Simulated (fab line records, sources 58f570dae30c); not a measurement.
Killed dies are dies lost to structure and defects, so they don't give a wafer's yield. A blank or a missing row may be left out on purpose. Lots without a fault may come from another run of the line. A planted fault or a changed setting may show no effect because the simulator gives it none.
Which tool did it? | flow berkeley_cmos170 | 15 lots, 45 wafers sampled, at 4 steps of a route of 331

WHAT THE GAUGES READ, wafer by wafer
UCB170_NWELL_THK_MEAS_02. Usual: NWELL_OXIDE_THK 26.2 nm, standard deviation 0.45.
lot  | measured    | on            | NWELL_OXIDE_THK (nm) | flag
L910 | day 1 20:40 | film_metro-04 | 26.3 26.7 26.6       |
L911 | day 2 02:28 | film_metro-01 | 26.1 25.9 26.4       |
L912 | day 2 07:47 | film_metro-04 | 26.0 26.6 26.2       |
L914 | day 2 20:11 | film_metro-01 | 25.5 25.9 25.2       |
L916 | day 3 04:43 | film_metro-01 | 26.4 26.5 26.2       |
L918 | day 3 18:26 | film_metro-04 | 26.9 27.0 26.7       |
L919 | day 3 22:22 | film_metro-02 | 27.1 26.6 26.6       |
L924 | day 4 23:44 | film_metro-01 | 26.5 26.8 26.6       |
L927 | day 5 13:50 | film_metro-01 | 25.7 26.1 25.9       |
L928 | day 6 00:04 | film_metro-02 | 26.5 26.2 26.2       |
L929 | day 6 00:07 | film_metro-01 | 26.0 26.0 26.6       |
L930 | day 6 07:07 | film_metro-04 | 26.5 26.1 26.4       |
L931 | day 6 12:21 | film_metro-04 | 26.7 26.5 26.5       |
L932 | day 6 16:29 | film_metro-01 | 25.6 26.0 25.8       |
L933 | day 6 22:11 | film_metro-04 | 25.8 25.6 25.3       |

UCB170_SCREENOX_THK_MEAS_02. Usual: SCREENOX_OXIDE_THK 14.39 nm, standard deviation 0.28.
lot  | measured     | on            | SCREENOX_OXIDE_THK (nm) | flag
L910 | day 5 03:59  | film_metro-02 | 15.17 15.08 15.11       |
L911 | day 5 14:17  | film_metro-01 | 14.13 14.39 14.33       |
L912 | day 5 14:18  | film_metro-02 | 14.31 14.28 14.43       |
L914 | day 6 03:04  | film_metro-03 | 14.58 14.33 14.36       |
L916 | day 6 12:54  | film_metro-03 | 14.55 14.50 14.33       |
L918 | day 7 05:27  | film_metro-01 | 23.01 22.89 23.12       | OFF
L919 | day 7 02:20  | film_metro-01 | 15.18 14.79 15.01       |
L924 | day 8 05:28  | film_metro-03 | 21.72 21.66 21.62       | OFF
L927 | day 8 18:28  | film_metro-02 | 22.51 22.39 22.78       | OFF
L928 | day 9 01:58  | film_metro-01 | 14.34 14.31 14.34       |
L929 | day 9 01:58  | film_metro-03 | 14.68 14.79 14.66       |
L930 | day 9 13:52  | film_metro-03 | 14.33 14.28 14.16       |
L931 | day 9 13:52  | film_metro-02 | 14.39 14.24 14.37       |
L932 | day 10 01:32 | film_metro-03 | 14.65 14.51 14.60       |
L933 | day 10 01:32 | film_metro-02 | 14.47 14.48 14.63       |

UCB170_M3_CD_MEAS_90: target cd 700 nm. Usual: cd_nm 699.4 nm, standard deviation 2.8.
lot  | measured     | on        | cd_nm (nm)        | flag
L910 | day 7 15:55  | cd_sem-02 | 699.9 699.3 698.6 |
L911 | day 8 03:30  | cd_sem-02 | 702.6 701.7 700.0 |
L912 | day 8 03:18  | cd_sem-02 | 698.2 699.9 699.4 |
L914 | day 8 12:34  | cd_sem-02 | 693.0 699.9 702.1 |
L916 | day 9 01:40  | cd_sem-01 | 700.0 699.3 699.9 |
L918 | day 9 12:34  | cd_sem-01 | 701.7 703.3 701.0 |
L919 | day 9 13:30  | cd_sem-01 | 696.6 697.3 697.6 |
L924 | day 10 13:13 | cd_sem-01 | 698.8 696.7 694.8 |
L927 | day 11 05:36 | cd_sem-02 | 702.1 698.5 701.7 |
L928 | day 11 09:36 | cd_sem-01 | 698.4 703.5 697.0 |
L929 | day 11 09:29 | cd_sem-01 | 694.3 696.8 695.1 |
L930 | day 12 00:40 | cd_sem-02 | 700.8 697.5 701.5 |
L931 | day 12 00:13 | cd_sem-02 | 699.2 701.2 700.8 |
L932 | day 12 15:59 | cd_sem-01 | 694.1 694.1 698.0 |
L933 | day 12 15:35 | cd_sem-02 | 701.7 703.0 698.1 |

WHICH TOOL RAN EACH LOT (tool, then ch and the chambers of the sampled wafers, then the start)
lot  | UCB170_SCREENOX_OXIDATION_01
L910 | furnace-01 ch 0, day 5 02:19
L911 | furnace-03 ch 0, day 5 12:37
L912 | furnace-03 ch 0, day 5 12:37
L914 | furnace-01 ch 0, day 6 01:25
L916 | furnace-04 ch 0, day 6 11:14
L918 | furnace-01 ch 0, day 7 00:37
L919 | furnace-01 ch 0, day 7 00:37
L924 | furnace-04 ch 0, day 8 00:53
L927 | furnace-04 ch 0, day 8 14:53 and furnace-03 ch 0, day 8 16:46
L928 | furnace-04 ch 0, day 9 00:18
L929 | furnace-04 ch 0, day 9 00:18
L930 | furnace-03 ch 0, day 9 12:11
L931 | furnace-03 ch 0, day 9 12:11
L932 | furnace-03 ch 0, day 9 23:51
L933 | furnace-03 ch 0, day 9 23:51
- UCB170_SCREENOX_OXIDATION_01: target thk 14.4 nm, ox time 2400 s.

WHAT THE TOOLS THEMSELVES READ (means of the sampled wafers that have a number; where no wafer has one, the mark that the record gives instead)
UCB170_SCREENOX_OXIDATION_01. Usual: ox_temp_c_max 904.6, standard deviation 1.3; spike_tc_centre_C 902.4 C, standard deviation 1.1; spike_tc_load_C 925.9 C, standard deviation 1.6; tube_center_temp_C 900 C, standard deviation 0.085.
lot  | tool                  | ox_temp_c_max | spike_tc_centre_C (C) | spike_tc_load_C (C) | tube_center_temp_C (C) | flag
L910 | furnace-01            | 904.0         | 903.5                 | 923.4               | 900                    |
L911 | furnace-03            | 905.8         | 902.1                 | 927.5               | 900                    |
L912 | furnace-03            | 905.1         | 901.5                 | 927.5               | 900                    |
L914 | furnace-01            | 904.9         | 903.3                 | 923.6               | 900                    |
L916 | furnace-04            | 903.9         | 902.5                 | 925.4               | 900                    |
L918 | furnace-01            | 904.8         | 903.3                 | 924.0               | 900                    |
L919 | furnace-01            | 904.2         | 902.7                 | 923.9               | 900                    |
L924 | furnace-04            | 903.4         | 902.9                 | 926.5               | 900                    |
L927 | furnace-04/furnace-03 | 903.8         | 902.5                 | 926.2               | 900                    |
L928 | furnace-04            | 903.6         | 903.1                 | 926.7               | 900                    |
L929 | furnace-04            | 903.8         | 902.5                 | 926.3               | 900                    |
L930 | furnace-03            | 905.6         | 901.8                 | 927.1               | 900                    |
L931 | furnace-03            | 906.8         | 902.0                 | 926.9               | 900                    |
L932 | furnace-03            | 906.1         | 902.4                 | 926.3               | 900                    |
L933 | furnace-03            | 905.4         | 902.2                 | 927.6               | 900                    |

THE ANSWER, worked out from the rows above alone
Rule: a lot is off if the mean of its wafers that have a number lies more than 3 standard deviations from the usual mean. A lot without any number at a reading at which 4 lots or more have one is off too. The other lots that the step has rows for count as sound. The gauges are gone through in route order, then the tools' own readings, and for those a lot's mean is taken as printed above. The first step at which some lot is off is used, and at that step the reading that is off furthest; a lot without a number counts as furthest.
Off: L918, L924, L927, at UCB170_SCREENOX_THK_MEAS_02 (SCREENOX_OXIDE_THK).
A tool fits if, at a process step before that reading, it ran every lot that is off, and no sound lot after the first of them. The gauges at UCB170_SCREENOX_THK_MEAS_02 are tried like those tools. None of those tried fits.

WHAT THE SIMULATOR HAD PUT IN
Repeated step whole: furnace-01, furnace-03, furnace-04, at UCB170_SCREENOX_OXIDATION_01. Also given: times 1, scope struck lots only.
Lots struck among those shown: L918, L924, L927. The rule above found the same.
